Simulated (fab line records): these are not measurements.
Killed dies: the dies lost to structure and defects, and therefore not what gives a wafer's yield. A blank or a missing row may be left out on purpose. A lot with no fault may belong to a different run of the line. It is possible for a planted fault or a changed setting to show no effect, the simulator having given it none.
Which tool was responsible? / flow berkeley cmos170 / Sampling: 15 lots, 45 wafers, 5 of 331 route steps

WHAT EACH GAUGE READ, for each wafer
UCB170_GATE_CD_MEAS_90 targets a cd of 350 nm.
lot=L706; measured=day 7 11:37; on=cd sem-02; cd nm (nm)=351.7 351.7 351.3
lot=L707; measured=day 7 23:56; on=cd sem-01; cd nm (nm)=347.4 350.6 347.2
lot=L710; measured=day 8 22:04; on=cd sem-01; cd nm (nm)=352.2 350.3 349.2
lot=L711; measured=day 8 22:17; on=cd sem-01; cd nm (nm)=350.9 350.8 352.5
lot=L708; measured=day 8 22:19; on=cd sem-02; cd nm (nm)=349.3 348.6 349.7
lot=L709; measured=day 8 22:33; on=cd sem-01; cd nm (nm)=347.0 350.4 348.8
lot=L712; measured=day 9 16:58; on=cd sem-02; cd nm (nm)=347.8 347.8 347.3
lot=L714; measured=day 10 11:35; on=cd sem-01; cd nm (nm)=354.4 351.1 351.5
lot=L719; measured=day 11 06:52; on=cd sem-02; cd nm (nm)=351.6 350.8 350.0
lot=L718; measured=day 11 07:22; on=cd sem-01; cd nm (nm)=349.4 352.4 349.8
lot=L721; measured=day 11 20:31; on=cd sem-02; cd nm (nm)=348.5 351.9 351.8
lot=L722; measured=day 11 20:38; on=cd sem-02; cd nm (nm)=351.6 349.7 350.3
lot=L720; measured=day 11 20:53; on=cd sem-01; cd nm (nm)=350.7 349.2 350.2
lot=L727; measured=day 13 10:49; on=cd sem-01; cd nm (nm)=349.0 348.1 347.5
lot=L729; measured=day 13 16:23; on=cd sem-02; cd nm (nm)=351.4 351.6 350.4

UCB170_NLDD_CD_MEAS_06 targets a cd of 1200 nm.
lot=L706; measured=day 7 15:02; on=cd sem-02; cd nm (nm)=1198.0 1200.2 1199.3
lot=L707; measured=day 8 05:10; on=cd sem-02; cd nm (nm)=1200.5 1200.6 1200.3
lot=L710; measured=day 9 01:55; on=cd sem-02; cd nm (nm)=1198.0 1198.0 1198.3
lot=L711; measured=day 9 02:12; on=cd sem-01; cd nm (nm)=1199.0 1200.0 1199.5
lot=L708; measured=day 9 02:15; on=cd sem-02; cd nm (nm)=1198.5 1197.6 1198.5
lot=L709; measured=day 9 02:34; on=cd sem-02; cd nm (nm)=1201.9 1200.0 1199.4
lot=L712; measured=day 9 20:05; on=cd sem-01; cd nm (nm)=1201.1 1199.8 1200.5
lot=L714; measured=day 10 16:16; on=cd sem-02; cd nm (nm)=1198.5 1197.3 1198.8
lot=L719; measured=day 11 12:08; on=cd sem-02; cd nm (nm)=1197.6 1197.9 1197.1
lot=L718; measured=day 11 14:14; on=cd sem-01; cd nm (nm)=1197.4 1198.1 1197.8
lot=L721; measured=day 12 00:07; on=cd sem-02; cd nm (nm)=1200.7 1201.0 1200.9
lot=L722; measured=day 12 00:50; on=cd sem-01; cd nm (nm)=1202.6 1201.6 1201.7
lot=L720; measured=day 12 01:11; on=cd sem-02; cd nm (nm)=1200.3 1200.8 1201.8
lot=L727; measured=day 13 15:14; on=cd sem-01; cd nm (nm)=1202.4 1201.7 1202.1
lot=L729; measured=day 13 19:19; on=cd sem-01; cd nm (nm)=1201.4 1202.4 1201.2

UCB170_CONTACT_THK_MEAS_02.
lot=L706; measured=day 8 11:15; on=film metro-04; CONTACT_PSG_THK (nm)=699 704 705
lot=L707; measured=day 9 00:54; on=film metro-02; CONTACT_PSG_THK (nm)=700 701 701
lot=L710; measured=day 9 22:33; on=film metro-02; CONTACT_PSG_THK (nm)=702 692 696
lot=L711; measured=day 9 22:56; on=film metro-04; CONTACT_PSG_THK (nm)=690 694 699
lot=L708; measured=day 10 00:20; on=film metro-03; CONTACT_PSG_THK (nm)=690 697 691
lot=L709; measured=day 10 00:20; on=film metro-02; CONTACT_PSG_THK (nm)=687 694 691
lot=L712; measured=day 10 16:09; on=film metro-04; CONTACT_PSG_THK (nm)=689 687 692
lot=L714; measured=day 11 13:59; on=film metro-04; CONTACT_PSG_THK (nm)=712 709 711
lot=L719; measured=day 12 12:20; on=film metro-04; CONTACT_PSG_THK (nm)=702 696 697
lot=L718; measured=day 12 10:51; on=film metro-03; CONTACT_PSG_THK (nm)=619 621 615
lot=L721; measured=day 12 16:30; on=film metro-04; CONTACT_PSG_THK (nm)=613 605 605
lot=L722; measured=day 12 18:17; on=film metro-03; CONTACT_PSG_THK (nm)=602 606 600
lot=L720; measured=day 12 16:56; on=film metro-04; CONTACT_PSG_THK (nm)=700 699 706
lot=L727; measured=day 14 09:46; on=film metro-03; CONTACT_PSG_THK (nm)=692 703 700
lot=L729; measured=day 14 09:45; on=film metro-04; CONTACT_PSG_THK (nm)=703 710 710

TOOL THAT RAN EACH LOT (tool first, then ch and the chambers of the sampled wafers, then the start)
lot=L706; UCB170_SDANNEAL_RTA_00=rtp anneal-01 ch 0, day 8 07:41; UCB170_CONTACT_CVD_01=lpcvd-02 ch 1, day 8 09:28
lot=L707; UCB170_SDANNEAL_RTA_00=rtp anneal-02 ch 0, day 8 21:56; UCB170_CONTACT_CVD_01=lpcvd-01 ch 0, day 8 23:06
lot=L710; UCB170_SDANNEAL_RTA_00=rtp anneal-01 ch 0, day 9 19:37; UCB170_CONTACT_CVD_01=lpcvd-01 ch 1, day 9 20:46
lot=L711; UCB170_SDANNEAL_RTA_00=rtp anneal-02 ch 0, day 9 19:56; UCB170_CONTACT_CVD_01=lpcvd-02 ch 0, day 9 21:08
lot=L708; UCB170_SDANNEAL_RTA_00=rtp anneal-01 ch 0, day 9 20:13; UCB170_CONTACT_CVD_01=lpcvd-01 ch 0, day 9 22:33
lot=L709; UCB170_SDANNEAL_RTA_00=rtp anneal-02 ch 0, day 9 20:26; UCB170_CONTACT_CVD_01=lpcvd-01 ch 1, day 9 22:33
lot=L712; UCB170_SDANNEAL_RTA_00=rtp anneal-01 ch 0, day 10 12:02; UCB170_CONTACT_CVD_01=lpcvd-02 ch 0, day 10 14:20
lot=L714; UCB170_SDANNEAL_RTA_00=rtp anneal-02 ch 0, day 11 10:55; UCB170_CONTACT_CVD_01=lpcvd-01 ch 0, day 11 12:13
lot=L719; UCB170_SDANNEAL_RTA_00=rtp anneal-02 ch 0, day 12 08:13; UCB170_CONTACT_CVD_01=lpcvd-01 ch 1, day 12 09:40
lot=L718; UCB170_SDANNEAL_RTA_00=rtp anneal-01 ch 0, day 12 07:44; UCB170_CONTACT_CVD_01=lpcvd-02 ch 0, day 12 09:04
lot=L721; UCB170_SDANNEAL_RTA_00=rtp anneal-02 ch 0, day 12 13:30; UCB170_CONTACT_CVD_01=lpcvd-02 ch 0, day 12 14:43
lot=L722; UCB170_SDANNEAL_RTA_00=rtp anneal-01 ch 0, day 12 14:10; UCB170_CONTACT_CVD_01=lpcvd-02 ch 1, day 12 16:30
lot=L720; UCB170_SDANNEAL_RTA_00=rtp anneal-02 ch 0, day 12 14:00; UCB170_CONTACT_CVD_01=lpcvd-01 ch 1, day 12 15:09
lot=L727; UCB170_SDANNEAL_RTA_00=rtp anneal-02 ch 0, day 14 05:32; UCB170_CONTACT_CVD_01=lpcvd-01 ch 1, day 14 07:58
lot=L729; UCB170_SDANNEAL_RTA_00=rtp anneal-01 ch 0, day 14 05:39; UCB170_CONTACT_CVD_01=lpcvd-01 ch 0, day 14 07:58
- UCB170_SDANNEAL_RTA_00: time 10 s.
- UCB170_CONTACT_CVD_01: deposits PSG from SiH4/O2/PH3, target thk 700 nm, time 2820 s.

AS READ BY THE TOOLS THEMSELVES (means over the sampled wafers that have a number; for cases with no such wafer, the mark the record gives instead)
UCB170_SDANNEAL_RTA_00.
lot=L706; tool=rtp anneal-01; lamp power pct (%)=24.9; wafer_temp_C_max=906.2
lot=L707; tool=rtp anneal-02; lamp power pct (%)=22.6; wafer_temp_C_max=904.1
lot=L710; tool=rtp anneal-01; lamp power pct (%)=24.9; wafer_temp_C_max=905.5
lot=L711; tool=rtp anneal-02; lamp power pct (%)=22.6; wafer_temp_C_max=903.8
lot=L708; tool=rtp anneal-01; lamp power pct (%)=24.9; wafer_temp_C_max=904.8
lot=L709; tool=rtp anneal-02; lamp power pct (%)=22.6; wafer_temp_C_max=903.5
lot=L712; tool=rtp anneal-01; lamp power pct (%)=24.9; wafer_temp_C_max=906.5
lot=L714; tool=rtp anneal-02; lamp power pct (%)=22.6; wafer_temp_C_max=903.7
lot=L719; tool=rtp anneal-02; lamp power pct (%)=22.6; wafer_temp_C_max=904.2
lot=L718; tool=rtp anneal-01; lamp power pct (%)=24.9; wafer_temp_C_max=907.0
lot=L721; tool=rtp anneal-02; lamp power pct (%)=22.6; wafer_temp_C_max=904.3
lot=L722; tool=rtp anneal-01; lamp power pct (%)=24.9; wafer_temp_C_max=905.8
lot=L720; tool=rtp anneal-02; lamp power pct (%)=22.6; wafer_temp_C_max=904.2
lot=L727; tool=rtp anneal-02; lamp power pct (%)=22.6; wafer_temp_C_max=904.3
lot=L729; tool=rtp anneal-01; lamp power pct (%)=24.9; wafer_temp_C_max=906.6

UCB170_CONTACT_CVD_01.
lot=L706; tool=lpcvd-02; sih4 flow sccm (sccm)=59.92
lot=L707; tool=lpcvd-01; sih4 flow sccm (sccm)=59.75
lot=L710; tool=lpcvd-01; sih4 flow sccm (sccm)=59.90
lot=L711; tool=lpcvd-02; sih4 flow sccm (sccm)=59.98
lot=L708; tool=lpcvd-01; sih4 flow sccm (sccm)=59.90
lot=L709; tool=lpcvd-01; sih4 flow sccm (sccm)=59.95
lot=L712; tool=lpcvd-02; sih4 flow sccm (sccm)=59.90
lot=L714; tool=lpcvd-01; sih4 flow sccm (sccm)=60.01
lot=L719; tool=lpcvd-01; sih4 flow sccm (sccm)=59.96
lot=L718; tool=lpcvd-02; sih4 flow sccm (sccm)=59.97
lot=L721; tool=lpcvd-02; sih4 flow sccm (sccm)=60.13
lot=L722; tool=lpcvd-02; sih4 flow sccm (sccm)=59.97
lot=L720; tool=lpcvd-01; sih4 flow sccm (sccm)=60.03
lot=L727; tool=lpcvd-01; sih4 flow sccm (sccm)=60.14
lot=L729; tool=lpcvd-01; sih4 flow sccm (sccm)=59.98

THE ANSWER, worked out from the rows above alone
Rule: usual is defined by the lots themselves. Put in order of their means at a reading, lots are off if they are a third of the lots or fewer, leave a main group of 4 or more, and stand apart from it by a gap of 3 or more times the standard deviation of the main group's means; of several such gaps the widest counts. A main group whose means are all the same, to the digits that the tables above print for the reading, isn't used. Also off: a lot with no number at a reading for which 4 or more lots have one. Where the step has rows for the other lots, those lots are counted as sound. After the gauges, taken in route order, come the tools' own readings; for these a lot's mean is taken, as printed above. The first step at which some lot is off is used, and at that step the reading that is off furthest; a lot without a number counts as furthest.
Off: at UCB170_CONTACT_THK_MEAS_02 (CONTACT_PSG_THK), L718, L721, L722. The main group has a mean of 699 nm with a standard deviation of 6.2.
A tool fits if, at a process step before that reading, it ran every lot that is off, and no sound lot after the first of them. Gauges at UCB170_CONTACT_THK_MEAS_02: tried the same way as those tools. One fits: lpcvd-02 at UCB170_CONTACT_CVD_01. A fault onset in the window from L712 (day 10 14:20, its last sound lot) to L718 (day 12 09:04, its first lot off) fits.

WHAT WAS PUT IN BY THE SIMULATOR
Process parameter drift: lpcvd-02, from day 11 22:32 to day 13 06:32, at UCB170_CONTACT_CVD_01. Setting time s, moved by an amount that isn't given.
Shown lots that were struck: L718, L721, L722. This agrees with what the rule above found.
